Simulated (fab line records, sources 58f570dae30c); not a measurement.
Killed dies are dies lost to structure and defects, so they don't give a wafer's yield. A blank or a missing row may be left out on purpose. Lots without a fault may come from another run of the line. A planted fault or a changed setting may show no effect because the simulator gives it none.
Which tool did it? | flow berkeley_cmos170 | 15 lots, 45 wafers sampled, at 4 steps of a route of 331

WHAT THE GAUGES READ, wafer by wafer
UCB170_PWELL_TW_MEAS_17. Usual: PWELL_TW 382.2, standard deviation 2.4.
lot  | measured    | on            | PWELL_TW          | flag
L852 | day 3 17:46 | film_metro-04 | 383.7 382.8 384.3 |
L853 | day 3 23:44 | film_metro-03 | 379.5 382.0 382.1 |
L854 | day 4 04:26 | film_metro-03 | 381.1 380.4 381.5 |
L855 | day 4 04:40 | film_metro-01 | 382.1 379.9 379.2 |
L857 | day 4 13:57 | film_metro-04 | 385.6 383.1 384.7 |
L858 | day 4 20:35 | film_metro-04 | 385.6 384.2 385.8 |
L860 | day 5 00:56 | film_metro-04 | 385.1 385.3 384.2 |
L859 | day 5 01:13 | film_metro-03 | 377.8 381.6 381.2 |
L865 | day 6 02:32 | film_metro-01 | 380.2 378.9 380.5 |
L866 | day 6 11:54 | film_metro-03 | 379.4 382.3 379.9 |
L867 | day 6 19:07 | film_metro-01 | 381.7 379.1 380.5 |
L869 | day 6 22:25 | film_metro-01 | 381.0 380.1 378.5 |
L870 | day 7 01:56 | film_metro-04 | 383.1 384.0 383.1 |
L871 | day 7 17:14 | film_metro-03 | 380.8 380.3 380.7 |
L872 | day 7 17:23 | film_metro-03 | 377.7 380.9 380.1 |

UCB170_ACTIVE_THK_MEAS_06. Usual: ACTIVE_NITRIDE_THK 219.3 nm, standard deviation 2.1.
lot  | measured    | on            | ACTIVE_NITRIDE_THK (nm) | flag
L852 | day 4 23:36 | film_metro-04 | 221.2 223.4 224.3       |
L853 | day 5 07:35 | film_metro-04 | 221.3 218.5 217.7       |
L854 | day 5 12:34 | film_metro-02 | 220.1 221.3 220.0       |
L855 | day 5 12:34 | film_metro-03 | 218.0 217.5 216.6       |
L857 | day 5 17:40 | film_metro-04 | 220.7 220.1 221.3       |
L858 | day 6 02:31 | film_metro-04 | 216.6 218.2 216.3       |
L860 | day 6 02:31 | film_metro-02 | 218.5 218.1 218.6       |
L859 | day 6 02:31 | film_metro-03 | 219.3 217.4 217.6       |
L869 | day 8 01:53 | film_metro-02 | 217.7 216.0 215.9       |
L870 | day 8 01:53 | film_metro-03 | 222.4 222.7 223.5       |
L871 | day 8 21:49 | film_metro-03 | 218.4 217.1 217.1       |
L872 | day 8 21:49 | film_metro-02 | 220.7 220.6 221.2       |

WHICH TOOL RAN EACH LOT (tool, then ch and the chambers of the sampled wafers, then the start)
lot  | UCB170_PWELL_ETCH_14              | UCB170_PWELL_STRIP_16
L852 | rie_diel-02 ch 0,2,3, day 3 17:23 | plasma_asher-02 ch 0,1, day 3 17:40
L853 | rie_diel-03 ch 1,2,3, day 3 23:23 | plasma_asher-01 ch 0,1, day 3 23:38
L854 | rie_diel-03 ch 0,1,3, day 4 04:04 | plasma_asher-02 ch 0,1, day 4 04:19
L855 | rie_diel-02 ch 1,2,3, day 4 04:19 | plasma_asher-02 ch 0, day 4 04:34
L857 | rie_diel-03 ch 1,2, day 4 13:35   | plasma_asher-02 ch 0,1, day 4 13:50
L858 | rie_diel-03 ch 0,1,2, day 4 20:14 | plasma_asher-02 ch 0,1, day 4 20:29
L860 | rie_diel-03 ch 0,2,3, day 5 00:35 | plasma_asher-04 ch 0,1, day 5 00:50
L859 | rie_diel-01 ch 0,1, day 5 00:52   | plasma_asher-04 ch 0,1, day 5 01:07
L865 | rie_diel-03 ch 1,2,3, day 6 02:11 | plasma_asher-02 ch 0,1, day 6 02:26
L866 | rie_diel-03 ch 0,2, day 6 11:32   | plasma_asher-04 ch 0,1, day 6 11:49
L867 | rie_diel-03 ch 0,2,3, day 6 18:46 | plasma_asher-02 ch 1, day 6 19:01
L869 | rie_diel-03 ch 1,2,3, day 6 22:03 | plasma_asher-04 ch 1, day 6 22:18
L870 | rie_diel-02 ch 1,3, day 7 01:34   | plasma_asher-02 ch 0,1, day 7 01:51
L871 | rie_diel-02 ch 1, day 7 16:41     | plasma_asher-02 ch 0,1, day 7 17:08
L872 | rie_diel-03 ch 0,1, day 7 16:57   | plasma_asher-01 ch 0,1, day 7 17:17
- UCB170_PWELL_ETCH_14: etches Si3N4 in CH3F/Ar/O2, stops on SiO2, target depth 242 nm, time 151 s.
- UCB170_PWELL_STRIP_16: strips in O2.

WHAT THE TOOLS THEMSELVES READ (means of the sampled wafers that have a number; where no wafer has one, the mark that the record gives instead)
UCB170_PWELL_ETCH_14. Usual: drypump_motor_current_A 5.7 A, standard deviation 0.51; oes_product_au 0.940 a.u., standard deviation 0.014; throttle_valve_pct 8.09 %, standard deviation 0.14.
lot  | tool        | drypump_motor_current_A (A) | oes_product_au (a.u.) | throttle_valve_pct (%) | flag
L852 | rie_diel-02 | 5.7                         | 0.935                 | 8.06                   |
L853 | rie_diel-03 | 5.8                         | 0.951                 | 8.10                   |
L854 | rie_diel-03 | 5.7                         | 0.934                 | 8.15                   |
L855 | rie_diel-02 | 5.7                         | 0.947                 | 8.15                   |
L857 | rie_diel-03 | 6.1                         | 0.947                 | 8.11                   |
L858 | rie_diel-03 | 5.9                         | 0.948                 | 8.16                   |
L860 | rie_diel-03 | 5.5                         | 0.940                 | 8.17                   |
L859 | rie_diel-01 | 6.5                         | 0.940                 | 7.80                   |
L865 | rie_diel-03 | 5.8                         | 0.945                 | 8.10                   |
L866 | rie_diel-03 | 5.7                         | 0.936                 | 8.24                   |
L867 | rie_diel-03 | 5.5                         | 0.949                 | 8.17                   |
L869 | rie_diel-03 | 5.8                         | 0.949                 | 8.10                   |
L870 | rie_diel-02 | 5.6                         | 0.930                 | 8.14                   |
L871 | rie_diel-02 | 5.1                         | 0.932                 | 8.20                   |
L872 | rie_diel-03 | 5.9                         | 0.939                 | 8.23                   |

UCB170_PWELL_STRIP_16. Usual: chamber_pressure_mTorr 3500 mTorr, standard deviation 3.3; drypump_motor_current_A 5.6 A, standard deviation 0.51; oes_product_au 0.720 a.u., standard deviation 0.0047; strip_time_to_endpoint_s 18.05 s, standard deviation 0.09.
lot  | tool            | chamber_pressure_mTorr (mTorr) | drypump_motor_current_A (A) | oes_product_au (a.u.) | strip_time_to_endpoint_s (s) | flag
L852 | plasma_asher-02 | 3501                           | 5.6                         | 0.725                 | 18.06                        |
L853 | plasma_asher-01 | 3500                           | 5.5                         | 0.723                 | 17.93                        |
L854 | plasma_asher-02 | 3499                           | 5.2                         | 0.717                 | 17.95                        |
L855 | plasma_asher-02 | 3501                           | 4.8                         | 0.728                 | 18.01                        |
L857 | plasma_asher-02 | 3500                           | 5.2                         | 0.724                 | 17.97                        |
L858 | plasma_asher-02 | 3503                           | 5.2                         | 0.719                 | 18.00                        |
L860 | plasma_asher-04 | 3503                           | 5.8                         | 0.719                 | 18.03                        |
L859 | plasma_asher-04 | 3501                           | 5.9                         | 0.719                 | 18.17                        |
L865 | plasma_asher-02 | -                              | -                           | -                     | -                            | OFF
L866 | plasma_asher-04 | -                              | -                           | -                     | -                            | OFF
L867 | plasma_asher-02 | -                              | -                           | -                     | -                            | OFF
L869 | plasma_asher-04 | 3500                           | 6.1                         | 0.722                 | 18.08                        |
L870 | plasma_asher-02 | 3496                           | 5.6                         | 0.718                 | 18.02                        |
L871 | plasma_asher-02 | 3502                           | 5.6                         | 0.720                 | 18.10                        |
L872 | plasma_asher-01 | 3498                           | 5.2                         | 0.719                 | 18.04                        |

THE ANSWER, worked out from the rows above alone
Rule: a lot is off if the mean of its wafers that have a number lies more than 3 standard deviations from the usual mean. A lot without any number at a reading at which 4 lots or more have one is off too. The other lots that the step has rows for count as sound. The gauges are gone through in route order, then the tools' own readings, and for those a lot's mean is taken as printed above. The first step at which some lot is off is used, and at that step the reading that is off furthest; a lot without a number counts as furthest.
Off: L865, L866, L867, at UCB170_PWELL_STRIP_16 (chamber_pressure_mTorr). Without a number there: L865, L866, L867.
A tool fits if, at that step or a process step before it, it ran every lot that is off, and no sound lot after the first of them. None of those tried fits.

WHAT THE SIMULATOR HAD PUT IN
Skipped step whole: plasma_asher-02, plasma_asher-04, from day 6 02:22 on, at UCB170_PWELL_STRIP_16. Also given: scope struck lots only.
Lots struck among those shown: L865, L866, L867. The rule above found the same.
